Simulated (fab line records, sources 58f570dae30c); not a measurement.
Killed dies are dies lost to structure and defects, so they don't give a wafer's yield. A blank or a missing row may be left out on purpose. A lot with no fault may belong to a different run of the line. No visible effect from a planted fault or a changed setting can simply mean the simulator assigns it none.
Lot-split experiment ; flow berkeley cmos170 ; 23 wafers read across 5 lots, on a route 331 steps long

ON THE SPLIT
At UCB170_NLDD_EXPOSE_03 (exposes mask NSELECT, target cd 1200 nm), the setting dose mj was moved away from the recipe's 30 on 6 of the 23 wafers read, by -5.2% to +6.4%. All remaining wafers had this setting at the recipe value.

FROM THE SPLIT TO THE READING: what the file shows between them, 2 steps
- UCB170_NLDD_PEB_04
- UCB170_NLDD_DEVELOP_05: develop time 45 s

THE READING
Shown in nm: cd nm at UCB170_NLDD_CD_MEAS_06, with target cd 1200 nm. On this fab line, fault-free wafers typically give 1200.1 nm with a standard deviation of 1.2 nm.

wafer;tool, chamber at the split;dose mj as run;against the recipe;cd nm, nm;against lot-mates on the recipe
L077.2;krf scanner-02, 0;31.92;+6.4%;1210.8;+10.3
L077.3;krf scanner-02, 0;30;recipe;1202.0;-
L077.4;krf scanner-02, 0;30;recipe;1198.9;-
L077.5;krf scanner-02, 0;31.92;+6.4%;1211.0;+10.5
L077.6;krf scanner-02, 0;31.92;+6.4%;1212.2;+11.8
L078.1;krf scanner-01, 0;30;recipe;1200.3;-
L078.2;krf scanner-01, 0;30;recipe;1200.7;-
L078.3;krf scanner-01, 0;30;recipe;1200.9;-
L078.4;krf scanner-01, 0;30;recipe;1200.4;-
L078.5;krf scanner-01, 0;30;recipe;1201.2;-
L082.2;krf scanner-02, 0;30;recipe;1199.8;-
L082.4;krf scanner-02, 0;30;recipe;1199.6;-
L082.5;krf scanner-02, 0;30;recipe;1199.7;-
L083.1;krf scanner-02, 0;30;recipe;1199.7;-
L083.2;krf scanner-02, 0;28.44;-5.2%;1192.1;-7.8
L083.3;krf scanner-02, 0;30;recipe;1200.0;-
L083.5;krf scanner-02, 0;28.44;-5.2%;1190.3;-9.5
L083.6;krf scanner-02, 0;28.44;-5.2%;1190.3;-9.5
L084.1;krf scanner-01, 0;30;recipe;1200.2;-
L084.2;krf scanner-01, 0;30;recipe;1200.3;-
L084.4;krf scanner-01, 0;30;recipe;1199.9;-
L084.5;krf scanner-01, 0;30;recipe;1200.3;-
L084.6;krf scanner-01, 0;30;recipe;1198.9;-

FIT RESULTS
A straight line over all 23 wafers: cd nm changes by +1.76 nm for each +1% of dose mj; r = +0.99; the points scatter about the line by 0.78 nm.
The same after taking each lot's own level away (the mean of its wafers on the recipe; 23 wafers): +1.71 nm for each +1%; r = +0.99; scatter 0.69 nm.
The reading moves by 11 nm for the largest change in dose mj, on that fit.
The span of the lots' own levels, 1199.70 to 1200.70 nm, comes to 0.8 times the standard deviation stated above.
The two slopes are in agreement: the lot-to-lot level therefore moves the slope only a little.
Check: for one of the wafers moved furthest among these (+6.4%), held out of the fit, the line's prediction against its lot-mates is +11.1 nm. It came out at +10.3 nm against them.

THESE WAFERS: OTHER SPLITS
Before the reading, these wafers also passed through other splits. Each is held against what the fit with the lots' levels taken away leaves over:
other split on the same wafers;wafers away from the commonest value;r with cd nm (lot level and that fit taken away)
UCB170_START_OXIDATION_02 temp c;15;+0.00
UCB170_PWELL_OXIDATION_02 temp c;15;+0.02
UCB170_PWELL_CVD_05 time s;18;-0.01
UCB170_NVT_COAT_01 spin rpm;7;-0.10
UCB170_PVT_IMPLANT_07 dose cm2;7;-0.06
UCB170_GATE_PEB_10 peb temp c;11;+0.09
UCB170_GATE_ETCH_15 icp w;5;+0.12

THE FILE'S OWN FIT
cd nm changes by +1.71 nm for each +1% of dose mj, r = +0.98.
